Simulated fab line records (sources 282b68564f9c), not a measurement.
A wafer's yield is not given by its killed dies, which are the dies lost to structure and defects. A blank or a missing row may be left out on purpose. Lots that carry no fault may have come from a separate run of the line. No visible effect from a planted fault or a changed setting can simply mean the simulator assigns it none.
A sampling plan put to the test :: flow rit-cmos :: one line in one fab, 39 faults in these records, each fault weighed on the records of the lots it struck
The plan consists of the line's own looks: route steps at which the wafer is read by a gauge or an inspection but not changed. Where struck wafers have a number at a look and the file lists that look's usual mean and standard deviation on fault-free wafers, the look can be judged. Caught: a look later than the fault's first step finds the struck wafers' mean 4 or more of those standard deviations (sigma) from the usual mean. On the tool: the fault's steps, tested the same way using the tool's own readings. A different recipe on the struck wafers counts as caught too, as does a record blank only for those wafers.

THE FAULTS, as the simulator had put them in
1. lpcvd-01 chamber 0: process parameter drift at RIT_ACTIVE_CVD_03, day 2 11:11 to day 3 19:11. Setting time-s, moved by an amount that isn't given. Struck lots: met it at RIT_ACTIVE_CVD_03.
2. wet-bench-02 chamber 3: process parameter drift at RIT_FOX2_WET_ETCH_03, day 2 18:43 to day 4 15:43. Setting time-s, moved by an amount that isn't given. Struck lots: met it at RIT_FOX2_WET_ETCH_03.
3. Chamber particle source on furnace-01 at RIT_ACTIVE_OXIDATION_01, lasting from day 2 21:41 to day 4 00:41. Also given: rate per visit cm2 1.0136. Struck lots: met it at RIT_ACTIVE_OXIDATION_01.
4. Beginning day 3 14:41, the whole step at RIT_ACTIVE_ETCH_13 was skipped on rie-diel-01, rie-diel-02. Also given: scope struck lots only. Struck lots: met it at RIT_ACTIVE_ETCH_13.
5. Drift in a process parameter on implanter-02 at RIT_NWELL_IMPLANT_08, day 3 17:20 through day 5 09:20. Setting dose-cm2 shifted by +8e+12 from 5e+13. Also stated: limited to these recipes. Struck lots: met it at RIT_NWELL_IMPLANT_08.
6. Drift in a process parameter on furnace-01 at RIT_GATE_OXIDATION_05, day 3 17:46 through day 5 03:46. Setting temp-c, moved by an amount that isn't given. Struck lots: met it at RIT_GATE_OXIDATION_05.
7. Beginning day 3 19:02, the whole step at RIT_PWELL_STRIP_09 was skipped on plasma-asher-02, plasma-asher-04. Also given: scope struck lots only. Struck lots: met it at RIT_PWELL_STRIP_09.
8. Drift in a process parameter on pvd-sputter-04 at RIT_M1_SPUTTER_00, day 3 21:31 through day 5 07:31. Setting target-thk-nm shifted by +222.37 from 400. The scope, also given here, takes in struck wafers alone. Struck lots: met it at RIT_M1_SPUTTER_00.
9. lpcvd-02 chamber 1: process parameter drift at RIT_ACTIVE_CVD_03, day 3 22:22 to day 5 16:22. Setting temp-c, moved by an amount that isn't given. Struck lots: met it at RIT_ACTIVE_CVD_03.
10. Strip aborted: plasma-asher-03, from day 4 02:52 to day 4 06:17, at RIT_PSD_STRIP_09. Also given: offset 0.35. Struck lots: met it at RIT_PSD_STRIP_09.
11. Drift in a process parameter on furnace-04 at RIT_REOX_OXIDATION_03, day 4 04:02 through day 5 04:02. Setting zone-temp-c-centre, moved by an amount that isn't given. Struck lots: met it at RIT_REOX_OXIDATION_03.
12. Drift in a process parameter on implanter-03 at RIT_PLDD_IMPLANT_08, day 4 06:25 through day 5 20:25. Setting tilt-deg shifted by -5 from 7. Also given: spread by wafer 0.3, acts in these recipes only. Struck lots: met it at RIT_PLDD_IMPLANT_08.
13. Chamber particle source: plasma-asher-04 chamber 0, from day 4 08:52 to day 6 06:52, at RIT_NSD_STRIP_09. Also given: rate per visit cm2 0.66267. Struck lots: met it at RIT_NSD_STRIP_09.
14. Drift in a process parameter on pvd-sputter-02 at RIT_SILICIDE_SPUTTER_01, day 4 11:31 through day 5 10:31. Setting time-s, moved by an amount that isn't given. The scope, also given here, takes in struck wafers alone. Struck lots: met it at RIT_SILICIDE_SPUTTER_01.
15. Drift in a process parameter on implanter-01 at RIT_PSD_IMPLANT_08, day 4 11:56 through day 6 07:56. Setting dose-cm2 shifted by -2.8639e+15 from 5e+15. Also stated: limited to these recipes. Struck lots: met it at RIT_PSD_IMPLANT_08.
16. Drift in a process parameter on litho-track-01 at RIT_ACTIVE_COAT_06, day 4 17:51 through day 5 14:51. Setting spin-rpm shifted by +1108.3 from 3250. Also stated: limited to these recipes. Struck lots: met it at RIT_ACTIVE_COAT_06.
17. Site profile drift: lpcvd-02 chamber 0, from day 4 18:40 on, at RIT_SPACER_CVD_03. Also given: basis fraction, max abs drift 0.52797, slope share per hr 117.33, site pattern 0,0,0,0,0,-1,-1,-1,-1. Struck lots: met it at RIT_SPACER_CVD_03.
18. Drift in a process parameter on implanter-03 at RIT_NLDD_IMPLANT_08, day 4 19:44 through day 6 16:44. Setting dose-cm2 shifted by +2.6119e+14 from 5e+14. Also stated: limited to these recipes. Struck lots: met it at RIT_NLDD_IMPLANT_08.
19. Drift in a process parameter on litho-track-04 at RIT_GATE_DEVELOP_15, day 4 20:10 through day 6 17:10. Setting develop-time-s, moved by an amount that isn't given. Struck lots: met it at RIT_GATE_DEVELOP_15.
20. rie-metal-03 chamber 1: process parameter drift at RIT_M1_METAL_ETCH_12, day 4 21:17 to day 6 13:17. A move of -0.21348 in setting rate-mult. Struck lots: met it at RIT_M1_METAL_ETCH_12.
21. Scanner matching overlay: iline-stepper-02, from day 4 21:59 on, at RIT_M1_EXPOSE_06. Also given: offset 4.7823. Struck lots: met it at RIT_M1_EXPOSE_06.
22. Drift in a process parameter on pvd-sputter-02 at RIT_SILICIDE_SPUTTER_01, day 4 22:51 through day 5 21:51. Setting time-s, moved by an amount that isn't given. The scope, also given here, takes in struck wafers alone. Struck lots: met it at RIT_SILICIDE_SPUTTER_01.
23. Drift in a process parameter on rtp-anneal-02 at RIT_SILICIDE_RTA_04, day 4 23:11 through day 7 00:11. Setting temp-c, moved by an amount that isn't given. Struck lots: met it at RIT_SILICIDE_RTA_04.
24. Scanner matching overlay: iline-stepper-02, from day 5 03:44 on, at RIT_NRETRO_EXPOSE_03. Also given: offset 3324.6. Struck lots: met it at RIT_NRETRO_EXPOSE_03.
25. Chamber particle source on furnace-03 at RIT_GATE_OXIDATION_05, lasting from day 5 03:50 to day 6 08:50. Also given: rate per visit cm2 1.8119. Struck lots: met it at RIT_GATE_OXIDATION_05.
26. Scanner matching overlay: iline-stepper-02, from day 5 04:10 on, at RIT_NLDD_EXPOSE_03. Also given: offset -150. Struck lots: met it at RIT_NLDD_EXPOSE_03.
27. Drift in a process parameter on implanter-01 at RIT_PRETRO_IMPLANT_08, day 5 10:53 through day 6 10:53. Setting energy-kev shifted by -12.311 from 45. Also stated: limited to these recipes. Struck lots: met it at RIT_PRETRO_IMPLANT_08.
28. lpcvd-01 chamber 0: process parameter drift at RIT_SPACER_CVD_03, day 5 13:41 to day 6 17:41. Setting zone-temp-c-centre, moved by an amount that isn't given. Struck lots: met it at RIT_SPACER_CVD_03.
29. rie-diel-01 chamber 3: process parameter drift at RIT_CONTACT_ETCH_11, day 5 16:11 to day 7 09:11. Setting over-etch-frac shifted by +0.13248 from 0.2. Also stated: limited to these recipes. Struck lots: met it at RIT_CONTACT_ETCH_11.
30. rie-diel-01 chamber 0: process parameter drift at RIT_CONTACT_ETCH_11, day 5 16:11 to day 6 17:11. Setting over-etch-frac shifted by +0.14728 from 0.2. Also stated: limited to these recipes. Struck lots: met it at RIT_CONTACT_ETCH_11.
31. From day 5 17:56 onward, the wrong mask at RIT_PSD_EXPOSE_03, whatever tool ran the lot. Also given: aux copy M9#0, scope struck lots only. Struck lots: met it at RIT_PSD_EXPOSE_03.
32. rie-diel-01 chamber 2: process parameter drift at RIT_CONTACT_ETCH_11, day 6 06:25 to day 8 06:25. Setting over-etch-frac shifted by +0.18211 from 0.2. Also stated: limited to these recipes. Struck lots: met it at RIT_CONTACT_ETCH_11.
33. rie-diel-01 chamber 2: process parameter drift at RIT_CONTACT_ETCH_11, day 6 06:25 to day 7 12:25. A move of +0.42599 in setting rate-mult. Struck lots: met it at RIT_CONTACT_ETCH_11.
34. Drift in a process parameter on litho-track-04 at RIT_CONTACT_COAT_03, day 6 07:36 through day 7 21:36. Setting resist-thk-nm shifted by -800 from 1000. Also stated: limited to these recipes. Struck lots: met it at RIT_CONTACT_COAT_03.
35. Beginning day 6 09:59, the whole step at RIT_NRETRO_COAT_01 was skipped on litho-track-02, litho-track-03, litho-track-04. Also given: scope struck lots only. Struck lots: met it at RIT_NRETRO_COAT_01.
36. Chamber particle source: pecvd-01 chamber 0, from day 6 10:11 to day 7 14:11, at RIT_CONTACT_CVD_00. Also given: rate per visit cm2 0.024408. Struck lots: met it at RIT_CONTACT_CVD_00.
37. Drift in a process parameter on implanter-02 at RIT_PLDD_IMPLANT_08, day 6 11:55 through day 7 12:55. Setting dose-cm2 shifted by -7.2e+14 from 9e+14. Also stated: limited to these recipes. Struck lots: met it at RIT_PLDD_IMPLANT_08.
38. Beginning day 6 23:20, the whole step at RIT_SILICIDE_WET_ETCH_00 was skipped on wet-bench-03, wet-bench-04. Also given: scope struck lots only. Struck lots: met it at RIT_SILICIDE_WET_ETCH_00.
39. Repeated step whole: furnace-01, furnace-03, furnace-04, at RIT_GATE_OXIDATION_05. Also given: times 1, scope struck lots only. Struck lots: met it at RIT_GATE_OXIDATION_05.

WHAT THE PLAN SAW
fault: 1
on the tool itself: no reading that can be judged
first look that catches it: RIT_ACTIVE_THK_MEAS_04
reading, sigma: ACTIVE_NITRIDE_THK -15
median hours from its first step to that look: 1.4
hours from the fault's start to the first struck lot there: 4
judged looks passed uncaught: 0

fault: 2
on the tool itself: run-length-s +99 or beyond sigma
first look that catches it: not the one look that can be judged after it
reading, sigma: -
median hours from its first step to that look: -
hours from the fault's start to the first struck lot there: -
judged looks passed uncaught: 1

fault: 3
on the tool itself: under 2 sigma
first look that catches it: no look after it can be judged
reading, sigma: -
median hours from its first step to that look: -
hours from the fault's start to the first struck lot there: -
judged looks passed uncaught: 0

fault: 4
on the tool itself: the tool's record is blank for the struck wafers
first look that catches it: no look after it can be judged
reading, sigma: -
median hours from its first step to that look: -
hours from the fault's start to the first struck lot there: -
judged looks passed uncaught: 0

fault: 5
on the tool itself: dose-ions-cm2 +99 or beyond sigma
first look that catches it: RIT_NWELL_TW_MEAS_10
reading, sigma: NWELL_TW +8.8
median hours from its first step to that look: 0.3
hours from the fault's start to the first struck lot there: 4
judged looks passed uncaught: 0

fault: 6
on the tool itself: tube-center-temp-C +99 or beyond sigma
first look that catches it: RIT_GATE_THK_MEAS_07
reading, sigma: GATE_OXIDE_THK +13
median hours from its first step to that look: 2.0
hours from the fault's start to the first struck lot there: 17
judged looks passed uncaught: 0

fault: 7
on the tool itself: the tool's record is blank for the struck wafers
first look that catches it: RIT_NRETRO_TW_MEAS_10
reading, sigma: NRETRO_TW -99 or beyond
median hours from its first step to that look: 9.0
hours from the fault's start to the first struck lot there: 12
judged looks passed uncaught: 0

fault: 8
on the tool itself: under 2 sigma
first look that catches it: RIT_M1_RS_MEAS_01
reading, sigma: M1_AL_RS -34
median hours from its first step to that look: 0.3
hours from the fault's start to the first struck lot there: 4
judged looks passed uncaught: 0

fault: 9
on the tool itself: spike-tc-centre-C +8.1 sigma
first look that catches it: RIT_ACTIVE_THK_MEAS_04
reading, sigma: ACTIVE_NITRIDE_THK +25
median hours from its first step to that look: 1.4
hours from the fault's start to the first struck lot there: 11
judged looks passed uncaught: 0

fault: 10
on the tool itself: run-length-s -99 or beyond sigma
first look that catches it: no look after it can be judged
reading, sigma: -
median hours from its first step to that look: -
hours from the fault's start to the first struck lot there: -
judged looks passed uncaught: 0

fault: 11
on the tool itself: spike-tc-centre-C +7.3 sigma
first look that catches it: none of the 5 looks that can be judged after it
reading, sigma: -
median hours from its first step to that look: -
hours from the fault's start to the first struck lot there: -
judged looks passed uncaught: 5

fault: 12
on the tool itself: under 2 sigma
first look that catches it: RIT_PLDD_TW_MEAS_10
reading, sigma: PLDD_TW -7.4
median hours from its first step to that look: 0.3
hours from the fault's start to the first struck lot there: 3
judged looks passed uncaught: 0

fault: 13
on the tool itself: under 2 sigma
first look that catches it: not the one look that can be judged after it
reading, sigma: -
median hours from its first step to that look: -
hours from the fault's start to the first struck lot there: -
judged looks passed uncaught: 1

fault: 14
on the tool itself: under 2 sigma
first look that catches it: RIT_SILICIDE_RS_MEAS_02
reading, sigma: SILICIDE_TI_RS -7.9
median hours from its first step to that look: 0.2
hours from the fault's start to the first struck lot there: 19
judged looks passed uncaught: 0

fault: 15
on the tool itself: dose-ions-cm2 -99 or beyond sigma
first look that catches it: RIT_PSD_TW_MEAS_10
reading, sigma: PSD_TW -25
median hours from its first step to that look: 0.3
hours from the fault's start to the first struck lot there: 3
judged looks passed uncaught: 0

fault: 16
on the tool itself: spin-speed-rpm +99 or beyond sigma
first look that catches it: RIT_ACTIVE_CD_MEAS_11
reading, sigma: cd-nm -7.0
median hours from its first step to that look: 0.8
hours from the fault's start to the first struck lot there: 6
judged looks passed uncaught: 0

fault: 17
on the tool itself: under 2 sigma
first look that catches it: RIT_SPACER_THK_MEAS_04
reading, sigma: SPACER_NITRIDE_THK -24
median hours from its first step to that look: 1.9
hours from the fault's start to the first struck lot there: 11
judged looks passed uncaught: 0

fault: 18
on the tool itself: dose-ions-cm2 +99 or beyond sigma
first look that catches it: RIT_NLDD_TW_MEAS_10
reading, sigma: NLDD_TW +25
median hours from its first step to that look: 0.3
hours from the fault's start to the first struck lot there: 13
judged looks passed uncaught: 0

fault: 19
on the tool itself: no reading that can be judged
first look that catches it: none of the 2 looks that can be judged after it
reading, sigma: -
median hours from its first step to that look: -
hours from the fault's start to the first struck lot there: -
judged looks passed uncaught: 2

fault: 20
on the tool itself: under 2 sigma
first look that catches it: no look after it can be judged
reading, sigma: -
median hours from its first step to that look: -
hours from the fault's start to the first struck lot there: -
judged looks passed uncaught: 0

fault: 21
on the tool itself: under 2 sigma
first look that catches it: not the one look that can be judged after it
reading, sigma: strongest: M1_OVL at RIT_M1_OVL_MEAS_10, +3.8
median hours from its first step to that look: -
hours from the fault's start to the first struck lot there: -
judged looks passed uncaught: 1

fault: 22
on the tool itself: under 2 sigma
first look that catches it: RIT_SILICIDE_RS_MEAS_02
reading, sigma: SILICIDE_TI_RS -10
median hours from its first step to that look: 0.1
hours from the fault's start to the first struck lot there: 19
judged looks passed uncaught: 0

fault: 23
on the tool itself: wafer_temp_C_max -13 sigma
first look that catches it: no look after it can be judged
reading, sigma: -
median hours from its first step to that look: -
hours from the fault's start to the first struck lot there: -
judged looks passed uncaught: 0

fault: 24
on the tool itself: no reading that can be judged
first look that catches it: RIT_NRETRO_OVL_MEAS_06
reading, sigma: NRETRO_OVL +99 or beyond
median hours from its first step to that look: 0.4
hours from the fault's start to the first struck lot there: 3
judged looks passed uncaught: 0

fault: 25
on the tool itself: under 2 sigma
first look that catches it: no look after it can be judged
reading, sigma: -
median hours from its first step to that look: -
hours from the fault's start to the first struck lot there: -
judged looks passed uncaught: 0

fault: 26
on the tool itself: under 2 sigma
first look that catches it: RIT_NLDD_OVL_MEAS_06
reading, sigma: NLDD_OVL -99 or beyond
median hours from its first step to that look: 0.4
hours from the fault's start to the first struck lot there: 4
judged looks passed uncaught: 0

fault: 27
on the tool itself: beam-energy-keV -99 or beyond sigma
first look that catches it: RIT_PRETRO_TW_MEAS_10
reading, sigma: PRETRO_TW -10
median hours from its first step to that look: 0.3
hours from the fault's start to the first struck lot there: 3
judged looks passed uncaught: 0

fault: 28
on the tool itself: spike-tc-centre-C +10 sigma
first look that catches it: RIT_SPACER_THK_MEAS_04
reading, sigma: SPACER_NITRIDE_THK +10
median hours from its first step to that look: 2.0
hours from the fault's start to the first struck lot there: 4
judged looks passed uncaught: 0

fault: 29
on the tool itself: under 2 sigma
first look that catches it: no look after it can be judged
reading, sigma: -
median hours from its first step to that look: -
hours from the fault's start to the first struck lot there: -
judged looks passed uncaught: 0

fault: 30
on the tool itself: only faintly: oes-product-au -2.0 sigma
first look that catches it: no look after it can be judged
reading, sigma: -
median hours from its first step to that look: -
hours from the fault's start to the first struck lot there: -
judged looks passed uncaught: 0

fault: 31
on the tool itself: no reading that can be judged
first look that catches it: RIT_PSD_TW_MEAS_10
reading, sigma: PSD_TW -99 or beyond
median hours from its first step to that look: 0.9
hours from the fault's start to the first struck lot there: 3
judged looks passed uncaught: 0

fault: 32
on the tool itself: under 2 sigma
first look that catches it: no look after it can be judged
reading, sigma: -
median hours from its first step to that look: -
hours from the fault's start to the first struck lot there: -
judged looks passed uncaught: 0

fault: 33
on the tool itself: under 2 sigma
first look that catches it: no look after it can be judged
reading, sigma: -
median hours from its first step to that look: -
hours from the fault's start to the first struck lot there: -
judged looks passed uncaught: 0

fault: 34
on the tool itself: no reading that can be judged
first look that catches it: RIT_CONTACT_CD_MEAS_08
reading, sigma: cd-nm +61
median hours from its first step to that look: 0.9
hours from the fault's start to the first struck lot there: 5
judged looks passed uncaught: 0

fault: 35
on the tool itself: the tool's record is blank for the struck wafers
first look that catches it: RIT_PRETRO_TW_MEAS_10
reading, sigma: PRETRO_TW +99 or beyond
median hours from its first step to that look: 3.0
hours from the fault's start to the first struck lot there: 7
judged looks passed uncaught: 0

fault: 36
on the tool itself: under 2 sigma
first look that catches it: none of the 8 looks that can be judged after it
reading, sigma: -
median hours from its first step to that look: -
hours from the fault's start to the first struck lot there: -
judged looks passed uncaught: 8

fault: 37
on the tool itself: dose-ions-cm2 -99 or beyond sigma
first look that catches it: RIT_PLDD_TW_MEAS_10
reading, sigma: PLDD_TW -78
median hours from its first step to that look: 0.3
hours from the fault's start to the first struck lot there: 3
judged looks passed uncaught: 0

fault: 38
on the tool itself: the tool's record is blank for the struck wafers
first look that catches it: no look after it can be judged
reading, sigma: -
median hours from its first step to that look: -
hours from the fault's start to the first struck lot there: -
judged looks passed uncaught: 0

fault: 39
on the tool itself: no reading that can be judged
first look that catches it: RIT_GATE_THK_MEAS_07
reading, sigma: GATE_OXIDE_THK +34
median hours from its first step to that look: 3.1
hours from the fault's start to the first struck lot there: -
judged looks passed uncaught: 0
A dash: the fault isn't caught, or these records don't give the number.

Caught at a look: 22 of 39. Caught on the tool: 17 of 39. By one or the other: 28 of 39.
On the tool alone, faults 2, 4, 10, 11, 23, 38 were caught.
Caught at a look alone: faults 1, 8, 12, 14, 17, 22, 24, 26, 31, 34, 39.
Caught by neither: faults 3, 13, 19, 20, 21, 25, 29, 30, 32, 33, 36.

THINNER SAMPLING
If the look that catches a fault measured only every second or every third lot, by lot number, the first struck lot would be measured this late in the worst case:
fault: 1
struck lots at that look, in order of time: L393, L397
every lot: 4 h
every second lot: may miss all 2
every third lot: may miss all 2

fault: 5
struck lots at that look, in order of time: L470, L471, L472
every lot: 4 h
every second lot: 7 h
every third lot: 16 h

fault: 6
struck lots at that look, in order of time: L407, L409
every lot: 17 h
every second lot: may miss all 2
every third lot: may miss all 2

fault: 7
struck lots at that look, in order of time: L104, L105
every lot: 12 h
every second lot: 17 h
every third lot: may miss all 2

fault: 8
struck lots at that look, in order of time: L415, L420
every lot: 4 h
every second lot: 31 h
every third lot: may miss all 2

fault: 9
struck lots at that look, in order of time: L733
every lot: 11 h
every second lot: may miss it
every third lot: may miss it

fault: 12
struck lots at that look, in order of time: L356, L359
every lot: 3 h
every second lot: 21 h
every third lot: may miss all 2

fault: 14
struck lots at that look, in order of time: L999
every lot: 19 h
every second lot: may miss it
every third lot: may miss it

fault: 15
struck lots at that look, in order of time: L551, L553, L555
every lot: 3 h
every second lot: may miss all 3
every third lot: 28 h

fault: 16
struck lots at that look, in order of time: L776, L777, L778
every lot: 6 h
every second lot: 11 h
every third lot: 17 h

fault: 17
struck lots at that look, in order of time: L299, L304
every lot: 11 h
every second lot: 35 h
every third lot: may miss all 2

fault: 18
struck lots at that look, in order of time: L533, L534
every lot: 13 h
every second lot: 17 h
every third lot: may miss all 2

fault: 22
struck lots at that look, in order of time: L506
every lot: 19 h
every second lot: may miss it
every third lot: may miss it

fault: 24
struck lots at that look, in order of time: L408, L409, L412
every lot: 3 h
every second lot: 8 h
every third lot: may miss all 3

fault: 26
struck lots at that look, in order of time: L981, L983, L988, L989
every lot: 4 h
every second lot: 37 h
every third lot: 37 h

fault: 27
struck lots at that look, in order of time: L657, L659, L661
every lot: 3 h
every second lot: may miss all 3
every third lot: 22 h

fault: 28
struck lots at that look, in order of time: L934
every lot: 4 h
every second lot: may miss it
every third lot: may miss it

fault: 31
struck lots at that look, in order of time: L871
every lot: 3 h
every second lot: may miss it
every third lot: may miss it

fault: 34
struck lots at that look, in order of time: L350, L351
every lot: 5 h
every second lot: 10 h
every third lot: may miss all 2

fault: 35
struck lots at that look, in order of time: L508, L509, L510
every lot: 7 h
every second lot: 12 h
every third lot: 14 h

fault: 37
struck lots at that look, in order of time: L779, L781
every lot: 3 h
every second lot: may miss all 2
every third lot: may miss all 2
Hours count from the start of the fault until the first struck lot that is measured. 4 sigma limit: tested on the pooled struck wafers, so a lone lot may be under it. Other struck lots may not be in these records.

THE LONGEST TIMED WAY FROM STEP TO LOOK
Fault 7: median gap of 9.0 hours between RIT_PWELL_STRIP_09 and RIT_NRETRO_TW_MEAS_10. No look between them can be judged.
